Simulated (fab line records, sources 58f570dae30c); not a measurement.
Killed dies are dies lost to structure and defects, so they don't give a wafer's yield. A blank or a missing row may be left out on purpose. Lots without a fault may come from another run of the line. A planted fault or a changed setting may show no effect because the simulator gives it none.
Chamber matching | flow berkeley_cmos170 | UCB170_V2_CMP_02 on cmp-02: 4 sister chambers
The step polishes SiO2. 4 wafers are shown with their chamber, then 7 later ones without.

WAFERS WITH THEIR CHAMBER
wafer  | chamber | motor_current_A (A)
L282.5 | 2       | 16.9
L282.6 | 1       | 15.1
L285.2 | 0       | 16.2
L285.4 | 3       | 13.8

WAFERS WITHOUT THEIR CHAMBER
wafer  | motor_current_A (A)
L285.5 | 18.3
L291.1 | 15.5
L291.2 | 13.9
L291.3 | 18.1
L292.1 | 18.7
L292.4 | 17.0
L292.5 | 14.0

WHICH CHAMBER EACH WENT THROUGH
wafer  | from the rows above               | in truth
L285.5 | can't be placed: 2 or 0 or 1      | 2
L291.1 | can't be placed: 1 or 0 or 2 or 3 | 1
L291.2 | can't be placed: 3 or 1           | 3
L291.3 | can't be placed: 2 or 0 or 1      | 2
L292.1 | can't be placed: 2 or 0 or 1      | 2
L292.4 | can't be placed: 2 or 0 or 1      | 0
L292.5 | can't be placed: 3 or 1           | 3
Placed correctly: 0 of 7. Can't be placed from these rows: 7 (the true chamber is among the candidates in 7). Placed wrongly: 0.
How it was worked out, from the rows above alone: a wafer's distance from a chamber is the root of the sum, over the readings, of the square of ((its reading less the chamber's mean) divided by the reading's scatter). The wafer belongs to the nearest chamber; if the next one is less than 2 further off, it can't be placed. A chamber's mean is the mean of its shown wafers. The scatter: with one shown wafer a chamber, the root of the mean of the squares of how far each hidden wafer lies from its nearest shown one.
